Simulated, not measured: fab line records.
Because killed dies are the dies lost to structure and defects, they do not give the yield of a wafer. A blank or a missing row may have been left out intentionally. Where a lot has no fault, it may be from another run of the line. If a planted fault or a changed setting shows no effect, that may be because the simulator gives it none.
What tool caused it?    flow rit-cmos    Sampling: 14 lots, 42 wafers, 2 of 202 route steps

## WHAT THE GAUGES READ, wafer by wafer
RIT_CONTACT_OVL_MEAS_09. Usual: CONTACT_OVL gives -0.7 nm (standard deviation 1.3).
lot   measured     on          CONTACT_OVL (nm)   flag
L232  day 3 05:42  overlay-02  -2.4 2.3 2.6       
L234  day 3 13:07  overlay-01  -0.2 -2.5 -1.2     
L235  day 3 20:26  overlay-01  -2.8 -2.0 -1.8     
L236  day 4 04:03  overlay-01  -0.5 0.2 -1.1      
L237  day 4 06:44  overlay-01  -0.7 -3.0 -1.4     
L239  day 4 15:41  overlay-02  -1.7 -1.4 -0.9     
L240  day 5 02:23  overlay-01  -0.7 0.1 1.7       
L241  day 5 10:22  overlay-02  1.9 -0.4 2.0       
L243  day 5 17:59  overlay-02  1.3 -0.6 0.1       
L244  day 5 18:25  overlay-01  -1.6 -0.4 -1.9     
L247  day 6 11:32  overlay-02  -1.7 -0.7 -2.5     
L250  day 6 23:10  overlay-01  240.1 238.5 238.9  OFF
L251  day 7 03:47  overlay-02  240.5 239.0 239.0  OFF
L253  day 7 12:51  overlay-01  -2.2 -1.2 -4.5     

## TOOL THAT RAN EACH LOT (tool first, then ch and the chambers of the sampled wafers, then the start)
lot   RIT_CONTACT_EXPOSE_05
L232  iline-stepper-02 ch 0, day 3 05:04
L234  iline-stepper-02 ch 0, day 3 12:30
L235  iline-stepper-02 ch 0, day 3 19:47
L236  iline-stepper-01 ch 0, day 4 03:25
L237  iline-stepper-01 ch 0, day 4 06:07
L239  iline-stepper-02 ch 0, day 4 15:02
L240  iline-stepper-01 ch 0, day 5 01:44
L241  iline-stepper-02 ch 0, day 5 09:44
L243  iline-stepper-02 ch 0, day 5 17:23
L244  iline-stepper-02 ch 0, day 5 17:48
L247  iline-stepper-01 ch 0, day 6 10:55
L250  iline-stepper-01 ch 0, day 6 22:31
L251  iline-stepper-01 ch 0, day 7 02:58
L253  iline-stepper-02 ch 0, day 7 12:13
- RIT_CONTACT_EXPOSE_05: exposes mask M11, target cd 1000 nm.

## AS READ BY THE TOOLS THEMSELVES (means over the sampled wafers that have a number; for cases with no such wafer, the mark the record gives instead)
RIT_CONTACT_EXPOSE_05. Usual: 249.87 for exposure-dose-mJ-cm2, sd 0.24.
lot   tool              exposure-dose-mJ-cm2  flag
L232  iline-stepper-02  249.70                
L234  iline-stepper-02  250.04                
L235  iline-stepper-02  249.84                
L236  iline-stepper-01  250.02                
L237  iline-stepper-01  249.95                
L239  iline-stepper-02  249.72                
L240  iline-stepper-01  249.72                
L241  iline-stepper-02  250.01                
L243  iline-stepper-02  250.19                
L244  iline-stepper-02  250.00                
L247  iline-stepper-01  249.84                
L250  iline-stepper-01  249.72                
L251  iline-stepper-01  250.18                
L253  iline-stepper-02  250.04                

## THE ANSWER, worked out from the rows above alone
Rule: a lot is off if the mean of its wafers that have a number lies more than 3 standard deviations from the usual mean. Also off: a lot with no number at a reading for which 4 or more lots have one. Where the step has rows for the other lots, those lots are counted as sound. Order of review: gauges by route order, followed by the tools' own readings, for which a lot's mean as printed above is used. At the first step where some lot is off, the reading lying furthest off is the one used; lots without a number count as furthest.
Off: at RIT_CONTACT_OVL_MEAS_09 (CONTACT_OVL), L250, L251.
A tool fits if, at a process step before that reading, it ran every lot that is off, and no sound lot after the first of them. Gauges at RIT_CONTACT_OVL_MEAS_09: tried the same way as those tools. One candidate fits, namely iline-stepper-01 at RIT_CONTACT_EXPOSE_05. A fault onset in the window from L247 (day 6 10:55, its last sound lot) to L250 (day 6 22:31, its first lot off) fits.

## WHAT WAS PUT IN BY THE SIMULATOR
Scanner matching overlay: iline-stepper-01, from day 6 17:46 on, at RIT_CONTACT_EXPOSE_05. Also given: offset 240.
Struck lots among those shown: L250, L251. This agrees with what the rule above found.
